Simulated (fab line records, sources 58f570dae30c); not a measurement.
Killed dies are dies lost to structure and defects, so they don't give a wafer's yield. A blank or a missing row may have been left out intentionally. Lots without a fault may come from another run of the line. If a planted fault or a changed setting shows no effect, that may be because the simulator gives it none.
Which tool is to blame? ; flow berkeley_cmos170 ; 14 lots, 42 wafers sampled, at 3 steps of a route of 331

WHAT THE GAUGES READ, wafer by wafer
UCB170_M2_RS_MEAS_02: a four-point-probe measurement. Usual: for M2_AL_RS the level is 0.03207 ohm/sq and the standard deviation is 0.00022.
lot;measured;on;M2_AL_RS (ohm/sq);flag
L294;day 7 06:58;film_metro-01;0.03182 0.03224 0.03227;
L295;day 7 09:13;film_metro-04;0.03208 0.03195 0.03217;
L293;day 7 09:29;film_metro-03;0.03205 0.03206 0.03207;
L292;day 7 09:33;film_metro-01;0.0321 0.0321 0.03211;
L299;day 8 14:00;film_metro-01;0.03193 0.03203 0.03214;
L301;day 9 03:59;film_metro-01;0.03207 0.03216 0.03179;
L304;day 9 07:47;film_metro-01;0.03571 0.03587 0.03545;OFF
L306;day 10 07:24;film_metro-04;0.03557 0.03546 0.03562;OFF
L307;day 10 14:57;film_metro-03;0.032 0.03209 0.03195;
L308;day 10 19:11;film_metro-03;0.03235 0.03185 0.03211;
L309;day 11 00:32;film_metro-03;0.03223 0.03215 0.03233;
L311;day 11 13:25;film_metro-04;0.03179 0.03216 0.03168;
L314;day 11 16:02;film_metro-04;0.03196 0.03175 0.03193;
L315;day 12 05:28;film_metro-04;0.03287 0.03232 0.03238;

UCB170_M2_THK_MEAS_03: measures by xrf. Usual: for M2_AL_THK the level is 885 nm and the standard deviation is 8.4.
lot;measured;on;M2_AL_THK (nm);flag
L294;day 7 07:05;film_metro-01;893 886 879;
L295;day 7 09:20;film_metro-04;888 884 885;
L293;day 7 09:36;film_metro-03;886 891 887;
L292;day 7 09:40;film_metro-01;889 885 888;
L299;day 8 14:07;film_metro-01;890 888 879;
L301;day 9 04:05;film_metro-01;893 888 897;
L304;day 9 07:53;film_metro-01;807 802 810;OFF
L306;day 10 07:30;film_metro-04;801 799 795;OFF
L307;day 10 15:04;film_metro-03;889 886 891;
L308;day 10 19:17;film_metro-03;876 887 888;
L309;day 11 00:38;film_metro-03;880 881 879;
L311;day 11 13:31;film_metro-04;878 872 890;
L314;day 11 16:09;film_metro-04;882 886 879;
L315;day 12 05:35;film_metro-04;858 873 871;

WHICH TOOL RAN EACH LOT (tool, then ch and the chambers of the sampled wafers, then the start)
lot;UCB170_M2_SPUTTER_01
L294;pvd_sputter-04, day 7 06:53
L295;pvd_sputter-01, day 7 09:07
L293;pvd_sputter-03, day 7 09:24
L292;pvd_sputter-04, day 7 09:27
L299;pvd_sputter-04, day 8 13:54
L301;pvd_sputter-01, day 9 03:51
L304;pvd_sputter-01, day 9 07:41
L306;pvd_sputter-01, day 10 07:16
L307;pvd_sputter-04, day 10 14:47
L308;pvd_sputter-04, day 10 19:05
L309;pvd_sputter-04, day 11 00:25
L311;pvd_sputter-03, day 11 13:17
L314;pvd_sputter-03, day 11 15:57
L315;pvd_sputter-03, day 12 05:23
- UCB170_M2_SPUTTER_01: material Al, target thk 900 nm, time 120 s.

AS READ BY THE TOOLS THEMSELVES (means over the sampled wafers that have a number; for cases with no such wafer, the mark the record gives instead)
UCB170_M2_SPUTTER_01. Usual: throttle_valve_pct 30.0 %, standard deviation 1.3.
lot;tool;throttle_valve_pct (%);flag
L294;pvd_sputter-04;29.7;
L295;pvd_sputter-01;30.7;
L293;pvd_sputter-03;30.7;
L292;pvd_sputter-04;29.6;
L299;pvd_sputter-04;29.0;
L301;pvd_sputter-01;30.6;
L304;pvd_sputter-01;29.6;
L306;pvd_sputter-01;30.6;
L307;pvd_sputter-04;29.7;
L308;pvd_sputter-04;30.4;
L309;pvd_sputter-04;29.0;
L311;pvd_sputter-03;31.2;
L314;pvd_sputter-03;30.7;
L315;pvd_sputter-03;31.1;

THE ANSWER, worked out from the rows above alone
Rule: a lot counts as off when the mean over its wafers that have a number is more than 3 standard deviations away from the usual mean. A lot without any number at a reading at which 4 lots or more have one is off too. Any other lot the step has rows for is counted as sound. Order of review: gauges by route order, followed by the tools' own readings, for which a lot's mean as printed above is used. At the first step where some lot is off, the reading lying furthest off is the one used; lots without a number count as furthest.
Off: at UCB170_M2_RS_MEAS_02 (M2_AL_RS), L304, L306.
If a tool, at a process step before that reading, ran all the lots that are off and no sound lot after the first of them, it fits. Those tools and the gauges at UCB170_M2_RS_MEAS_02 are tried in the same way. One fits: UCB170_M2_SPUTTER_01 on pvd_sputter-01. A fault onset in the window from L301 (day 9 03:51, its last sound lot) to L304 (day 9 07:41, its first lot off) fits.

WHAT WAS PUT IN BY THE SIMULATOR
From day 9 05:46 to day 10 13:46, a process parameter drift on pvd_sputter-01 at UCB170_M2_SPUTTER_01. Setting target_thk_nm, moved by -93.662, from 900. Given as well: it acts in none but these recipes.
Struck lots among those shown: L304, L306. This agrees with what the rule above found.
